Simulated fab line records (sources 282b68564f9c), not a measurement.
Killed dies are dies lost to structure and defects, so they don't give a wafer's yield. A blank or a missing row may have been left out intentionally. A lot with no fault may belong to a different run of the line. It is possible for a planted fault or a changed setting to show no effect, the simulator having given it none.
fab line records -- flow ritCmos
record: lots: 13, wafers: 39, lastDay: 7
route steps=202 shown GATE@91
lots untouched by any fault: they come from a run of this same line in which no faults occurred
startH: hours from the record's opening day to when the first of the lot's shown wafers began -- waitH: time in hours since the lot's previous step -- " identical to the entry in the row above -- L1.1+2: several wafers, shown together as one row -- - value missing, or start not given -- * or withheld: withheld -- < > ~ a bound
route shown NAME@n: names a module that has steps shown in the file, with the first one's number in the route -- usual: mean and standard deviation over wafers with no fault -- same: alike in all rows -- chamber/n: place in a boat -- sites: readings site by site -- _std_site: their standard deviation -- _edge_site: outer sites' mean less inner sites' -- radiusMm: for every site, how far away it sits from the centre of the wafer -- mask NAME#n: copy n -- behind: the tool/chamber that last shaped the wafer -- hold: reason for holding the lot/hours on hold/outcome of the hold -- device: whichever transistor did not switch (one of n, p or np) -- end of line: the tests these same wafers got at the end of their route -- step lacking rows: just its recipe -- killed: count of dies lost to structure and defects at first sort (not the wafer's yield) -- map: per-die view of a wafer (x killed, . not killed, _ where there is no die)
set.NAME: setting as actually run; set.NAME@STEP: the setting as run at that earlier step -- model.NAME: the simulator's own value behind a step, which no gauge read
a sample of lots followed through the steps of the route, with each step as a table and each wafer as a row
== steps ==
step: RIT_GATE_DEVELOP_15
recipe: resist: NOVOLAK, developTimeS: 50, devTempC: 23
usual: chillPlateTempC: 23.01/0.11, developerTempC: 22.98/0.12, resistLineTempC: 22.99/0.11
lot.wafer,tool,chamber,startH,waitH,chillPlateTempC,developerTempC,resistLineTempC
L483.3,lithoTrack-02,0,52,-,23.09,22.98,23.09
L483.5,lithoTrack-02,0,52,-,23.16,23.17,23.05
L483.6,lithoTrack-02,0,53,-,23.03,23.02,22.93
L482.1,lithoTrack-01,0,53,-,22.68,22.95,22.90
L482.2,lithoTrack-01,0,53,-,22.80,23.01,23.07
L482.3,lithoTrack-01,0,53,-,22.63,22.86,22.93
L484.1,lithoTrack-02,0,60,-,22.83,22.98,23.14
L484.2,lithoTrack-02,0,60,-,23.05,23.09,22.95
L484.3,lithoTrack-02,0,60,-,23.04,22.96,23.07
L485.2,lithoTrack-02,0,63,-,23.07,22.92,23.06
L485.3,lithoTrack-02,0,63,-,23.13,22.76,23.04
L485.6,lithoTrack-02,0,63,-,23.18,22.93,22.84
L486.2,lithoTrack-04,0,66,-,23.16,22.88,22.90
L486.3,lithoTrack-04,0,66,-,22.96,23.02,22.94
L486.5,lithoTrack-04,0,67,-,23.19,22.97,22.91
L487.1,lithoTrack-04,0,72,-,22.85,23.01,23.07
L487.3,lithoTrack-04,0,72,-,22.90,23.17,22.97
L487.5,lithoTrack-04,0,72,-,23.09,23.10,22.97
L488.3,lithoTrack-04,0,77,-,22.91,23.11,22.95
L488.4,lithoTrack-04,0,77,-,22.87,22.97,22.99
L488.6,lithoTrack-04,0,77,-,22.77,22.99,23.08
L491.2,lithoTrack-01,0,91,-,23.05,22.95,22.92
L491.3,lithoTrack-01,0,91,-,22.99,23.02,23.02
L491.4,lithoTrack-01,0,91,-,23.01,22.97,22.99
L490.1,lithoTrack-02,0,91,-,22.96,23.20,23.14
L490.4,lithoTrack-02,0,91,-,22.97,23.22,23.01
L490.6,lithoTrack-02,0,91,-,23.04,23.21,23.05
L493.2,lithoTrack-04,0,102,-,23.01,22.76,23.07
L493.4,lithoTrack-04,0,102,-,22.97,22.78,22.97
L493.6,lithoTrack-04,0,102,-,23.17,22.85,23.05
L502.3,lithoTrack-02,0,145,-,23.01,23.10,22.86
L502.4,lithoTrack-02,0,145,-,23.02,22.97,22.73
L502.5,lithoTrack-02,0,145,-,23.01,22.98,23.00
L503.1,lithoTrack-01,0,151,-,22.95,23.06,22.91
L503.4,lithoTrack-01,0,151,-,23.03,23.13,22.88
L503.6,lithoTrack-01,0,152,-,23.00,22.92,23.18
L504.1,lithoTrack-02,0,154,-,23.04,23.18,22.75
L504.2,lithoTrack-02,0,154,-,23.18,23.20,22.96
L504.6,lithoTrack-02,0,155,-,23.00,23.25,22.91
step: RIT_GATE_CD_MEAS_16
recipe: targetCdNm: 150
usual: cdNm: 150.1/2.6
lot.wafer,tool,chamber,startH,waitH,cdNm
L483.3,cdSem-01,-,53.08,-,152.1
L483.5,cdSem-01,-,53.08,-,152.0
L483.6,cdSem-01,-,53.08,-,151.0
L482.1,cdSem-02,-,53.28,-,150.5
L482.2,cdSem-02,-,53.28,-,150.3
L482.3,cdSem-02,-,53.28,-,148.2
L484.1,cdSem-01,-,60.23,-,155.6
L484.2,cdSem-01,-,60.23,-,154.4
L484.3,cdSem-01,-,60.23,-,156.8
L485.2,cdSem-01,-,63.56,-,149.0
L485.3,cdSem-01,-,63.56,-,149.0
L485.6,cdSem-01,-,63.56,-,145.9
L486.2,cdSem-01,-,67.08,-,151.6
L486.3,cdSem-01,-,67.08,-,150.5
L486.5,cdSem-01,-,67.08,-,153.5
L487.1,cdSem-02,-,72.55,-,149.7
L487.3,cdSem-02,-,72.55,-,152.6
L487.5,cdSem-02,-,72.55,-,153.1
L488.3,cdSem-01,-,77.67,-,145.3
L488.4,cdSem-01,-,77.67,-,147.6
L488.6,cdSem-01,-,77.67,-,146.2
L491.2,cdSem-02,-,91.76,-,148.7
L491.3,cdSem-02,-,91.76,-,149.4
L491.4,cdSem-02,-,91.76,-,147.7
L490.1,cdSem-02,-,91.98,-,146.8
L490.4,cdSem-02,-,91.98,-,149.3
L490.6,cdSem-02,-,91.98,-,147.4
L493.2,cdSem-01,-,102.38,-,159.9
L493.4,cdSem-01,-,102.38,-,157.4
L493.6,cdSem-01,-,102.38,-,158.3
L502.3,cdSem-02,-,145.39,-,149.9
L502.4,cdSem-02,-,145.39,-,147.9
L502.5,cdSem-02,-,145.39,-,150.5
L503.1,cdSem-02,-,152.03,-,147.6
L503.4,cdSem-02,-,152.03,-,147.0
L503.6,cdSem-02,-,152.03,-,148.0
L504.1,cdSem-02,-,155.10,-,146.8
L504.2,cdSem-02,-,155.10,-,148.1
L504.6,cdSem-02,-,155.10,-,143.3
== key ==
firstSign: step: RIT_GATE_CD_MEAS_16, reading: cdNm, direction: up, sigmas: 3.2, usual: 150.1, struck: 158.5
effect none on later readings
metAt RIT_GATE_DEVELOP_15
struckLots L493
testerLeftOut L493
onsetBetween 77 102
fault: kind: processParameterDrift, tool: lithoTrack-04, chamber: -, onsetH: 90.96, steps: RIT_GATE_DEVELOP_15, channel: developTimeS, offset: *, shape: step, endH: 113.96, actsIn: *, stated: *
testerLeftOut: of these lots the tester's yield and bins aren't shown, on N5 and GAA mostly nor the transistor test; their killed dies are dies lost to structure and defects alone, not to doping, threshold or leakage, so they don't give the yield
